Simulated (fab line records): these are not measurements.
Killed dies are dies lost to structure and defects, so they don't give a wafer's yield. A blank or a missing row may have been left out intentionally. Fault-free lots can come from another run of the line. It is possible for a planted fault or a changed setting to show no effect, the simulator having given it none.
Struck lot and sound lot, side by side :: flow berkeley cmos170 :: 32 steps out of a route of 331
Sound: the wafers L173.4, L173.5, L173.6. Struck: wafer L195.2 (L195.1, L195.4, from the same lot, were not struck and are left out); the cause is given at the end.
Per side, at each step with rows, come the tool, then ch with its chambers, and then its first start. Under that, the readings that differ: sound wafers :: struck wafers :: difference of the means :: sigmas: that difference in standard deviations of wafers without a fault.
alike: readings whose means differ by less than 2 such deviations, and words and numbers that are the same on both sides. not compared: withheld readings, readings that some wafer has no value for, bounds like >300 that may hide the same value, and numbers for which the record gives no deviation and whose values overlap.
A row with sigmas, a row that says differs or no value, or rows on one side alone: a step with any of these is where the two part. Non-overlapping numbers with no deviation appear without sigmas and do not part them. A reading that every wafer of one side lacks parts them only if that side has two wafers or more.

first, 6 steps without rows for these wafers: UCB170_V2_HMDS_06 (prime time 60 s); UCB170_V2_COAT_07 (resist thk 900 nm); UCB170_V2_SOFTBAKE_08 (time 60 s); UCB170_V2_EXPOSE_09 (exposes mask VIA2, target cd 700 nm); UCB170_V2_PEB_10; UCB170_V2_DEVELOP_11 (develop time 45 s).
UCB170_V2_CD_MEAS_12 targets a cd of 700 nm.
  sound: cd sem-01 at day 8 23:55; struck: cd sem-02 at day 15 07:28
  alike: cd nm
UCB170_V2_OVL_MEAS_13:
  sound: overlay-02 at day 9 00:00; struck: overlay-02 at day 15 07:35
  alike: V2_OVL
UCB170_V2_ETCH_14: etches SiO2 in CHF3/CF4/Ar, stops on Al, target depth 1250 nm, time 291 s.
  sound on rie diel-03 ch 1,2,3, day 9 00:07; struck on rie diel-01 ch 3, day 15 07:38
reading: rf hours counter h (h)
sound: - - -
struck: 53
difference: no value on the sound wafers
sigmas: 
  alike: drypump motor current A, oes product au, throttle valve pct
UCB170_V2_STRIP_15: strips in O2.
  sound on plasma asher-03 ch 0,1, day 9 00:14; struck on plasma asher-04 ch 1, day 15 07:49
reading: rf hours counter h (h)
sound: - - -
struck: 67
difference: no value on the sound wafers
sigmas: 

reading: strip time to endpoint s (s)
sound: 15.31 15.23 14.87
struck: 15.52
difference: +0.38
sigmas: +2
  alike: drypump motor current A, oes product au
UCB170_V2_CD_MEAS_90 targets a cd of 700 nm.
  sound: cd sem-01 at day 9 00:22; struck: cd sem-01 at day 15 07:55
  alike: cd nm
then, 1 step without rows for these wafers: UCB170_M3_PRE_CLEAN_00 (preclean etch time 60 s).
UCB170_M3_SPUTTER_01: material Al, target thk 900 nm, time 120 s.
  sound: pvd sputter-01 at day 9 00:29; struck: pvd sputter-03 at day 15 08:06
reading: model.Al_of_M3_SPUTTER_01.thk nm (nm)
sound: 899.9 904.6 900.8
struck: 1081
difference: +179
sigmas: 
  alike: throttle valve pct
UCB170_M3_RS_MEAS_02: measures by four-point-probe.
  sound: film metro-02 at day 9 00:38; struck: film metro-01 at day 15 08:11
reading: M3_AL_RS (ohm/sq)
sound: 0.03211 0.03201 0.03208
struck: 0.02669
difference: -0.00538
sigmas: -18
UCB170_M3_THK_MEAS_03: measures by xrf.
  sound: film metro-02 at day 9 00:43; struck: film metro-01 at day 15 08:18
reading: M3_AL_THK (nm)
sound: 899 905 900
struck: 1082
difference: +181
sigmas: +20
then, 3 steps without rows for these wafers: UCB170_M3_HMDS_04 (prime time 60 s); UCB170_M3_COAT_05 (resist thk 900 nm); UCB170_M3_SOFTBAKE_06 (time 60 s).
UCB170_M3_STRIP_07: strips in O2.
  sound on plasma asher-03 ch 0,1, day 9 01:14; struck on plasma asher-04 ch 0, day 15 08:49
reading: rf hours counter h (h)
sound: - - -
struck: 67
difference: no value on the sound wafers
sigmas: 
  alike: drypump motor current A, oes product au, strip time to endpoint s
then, 7 steps without rows for these wafers: UCB170_M3_STRIP_08 (strips KrF in DMSO, time 600 s); UCB170_M3_COAT_09; UCB170_M3_COAT_10 (resist thk 900 nm); UCB170_M3_SOFTBAKE_11 (time 60 s); UCB170_M3_EXPOSE_12 (exposes mask METAL3, target cd 700 nm); UCB170_M3_PEB_13; UCB170_M3_DEVELOP_14 (develop time 45 s).
UCB170_M3_CD_MEAS_15 targets a cd of 700 nm.
  sound: cd sem-01 at day 9 02:31; struck: cd sem-02 at day 15 09:57
  alike: cd nm
UCB170_M3_OVL_MEAS_16:
  sound: overlay-02 at day 9 02:35; struck: overlay-02 at day 15 10:04
  alike: M3_OVL
UCB170_M3_ETCH_17: etches BARC in N2/H2.
  sound on rie diel-01 ch 0,2,3, day 9 02:37; struck on rie diel-01 ch 2, day 15 10:07
  alike: drypump motor current A, oes product au, throttle valve pct
UCB170_M3_METAL_ETCH_18: etches Al in Cl2/BCl3, stops on SiO2, target depth 1170 nm, time 195 s.
  sound on rie metal-03 ch 0,1, day 9 02:43; struck on rie metal-03 ch 0, day 15 10:09
reading: oes product au (a.u.)
sound: 0.842 0.857 0.854
struck: 0.951
difference: +0.100
sigmas: +7

reading: rf hours counter h (h)
sound: - - -
struck: 6
difference: no value on the sound wafers
sigmas: 
  alike: drypump motor current A, throttle valve pct
UCB170_M3_STRIP_19: strips in O2.
  sound on plasma asher-02 ch 0,1, day 9 02:52; struck on plasma asher-03 ch 1, day 15 10:20
reading: rf hours counter h (h)
sound: - - -
struck: 26
difference: no value on the sound wafers
sigmas: 
  alike: drypump motor current A, oes product au
UCB170_M3_PROBE_99:
  sound: prober-02 at day 9 03:20; struck: prober-02 at day 15 10:44
reading: model.etest.antenna m3.vt shift v (V)
sound: -0.01395 -0.01597 -0.01629
struck: -0.007672
difference: +0.007731
sigmas: 

## WHERE THEY PART
First at UCB170_V2_ETCH_14; last, within this record, at UCB170_M3_STRIP_19.

WHY: what the simulator had put in
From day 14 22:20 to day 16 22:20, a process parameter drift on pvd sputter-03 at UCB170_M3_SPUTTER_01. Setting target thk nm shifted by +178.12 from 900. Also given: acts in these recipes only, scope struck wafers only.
